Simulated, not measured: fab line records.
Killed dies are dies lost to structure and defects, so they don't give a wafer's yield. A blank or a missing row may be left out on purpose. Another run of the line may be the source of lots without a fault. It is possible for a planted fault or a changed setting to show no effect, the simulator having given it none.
Lot-split experiment ; flow berkeleyCmos170 ; 5 lots, 23 wafers read, on a route of 331 steps

== ABOUT THE SPLIT ==
At UCB170_ZERO_ETCH_06 (etches SiO2 in CHF3/CF4/Ar, time 12 s), the setting timeS was moved away from the recipe's 12 s on 12 of the 23 wafers read, by -13.9% to +11.2%. All remaining wafers had this setting at the recipe value.

The split's own step is where the reading is taken.

== THE READING ==
oesProductAu, in a.u., at UCB170_ZERO_ETCH_06 (etches SiO2 in CHF3/CF4/Ar, time 12 s). Fault-free wafers of this fab line usually give 0.617 a.u., standard deviation 0.0089 a.u.

wafer;tool, chamber at the split;timeS as run, s;against the recipe;oesProductAu, a.u.;against lot-mates on the recipe
L075.2;rieDiel-04, 0;12;recipe;0.622;-
L075.3;rieDiel-04, 1;13.34;+11.2%;0.587;-0.033
L075.4;rieDiel-04, 2;13.34;+11.2%;0.603;-0.017
L075.5;rieDiel-04, 0;12;recipe;0.618;-
L075.6;rieDiel-04, 1;13.34;+11.2%;0.599;-0.021
L076.1;rieDiel-03, 0;12;recipe;0.609;-
L076.2;rieDiel-03, 3;10.33;-13.9%;0.642;+0.025
L076.3;rieDiel-03, 2;10.33;-13.9%;0.671;+0.054
L076.4;rieDiel-03, 2;12;recipe;0.624;-
L076.5;rieDiel-03, 3;10.33;-13.9%;0.652;+0.035
L077.2;rieDiel-03, 3;12;recipe;0.613;-
L077.4;rieDiel-03, 0;12;recipe;0.607;-
L077.6;rieDiel-03, 1;12;recipe;0.637;-
L081.1;rieDiel-04, 0;13.2;+10.0%;0.597;-0.020
L081.3;rieDiel-04, 3;12;recipe;0.619;-
L081.4;rieDiel-04, 1;13.2;+10.0%;0.597;-0.020
L081.5;rieDiel-04, 0;13.2;+10.0%;0.603;-0.014
L081.6;rieDiel-04, 1;12;recipe;0.615;-
L083.2;rieDiel-02, 1;12;recipe;0.618;-
L083.3;rieDiel-02, 0;10.56;-12.0%;0.659;+0.038
L083.4;rieDiel-02, 3;12;recipe;0.623;-
L083.5;rieDiel-02, 1;10.56;-12.0%;0.647;+0.026
L083.6;rieDiel-02, 0;10.56;-12.0%;0.649;+0.028

FIT RESULTS
A straight line over all 23 wafers: oesProductAu changes by -0.00238 a.u. for each +1% of timeS; r = -0.93; the points scatter about the line by 0.0083 a.u.
The same after taking each lot's own level away (the mean of its wafers on the recipe; 23 wafers): -0.00239 a.u. for each +1%; r = -0.93; scatter 0.0083 a.u.
On that fit, the largest move of timeS shifts the reading by 0.033 a.u.
Measured against the standard deviation above, the lots' own levels, which go from 0.6165 to 0.6205 a.u., span 0.4 times it.
The two slopes are in agreement: the lot-to-lot level therefore moves the slope only a little.
Check: with one of the wafers moved furthest among these (-13.9%) left out of the fit, the line predicts +0.0372 a.u. for it against its lot-mates. Against them it came out at +0.0255 a.u.
Tool readings at the split's step, against how far the setting was moved: oesProductAu r = -0.93.

== THE FILE'S OWN FIT ==
oesProductAu changes by -0.00239 a.u. for each +1% of timeS, r = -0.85.
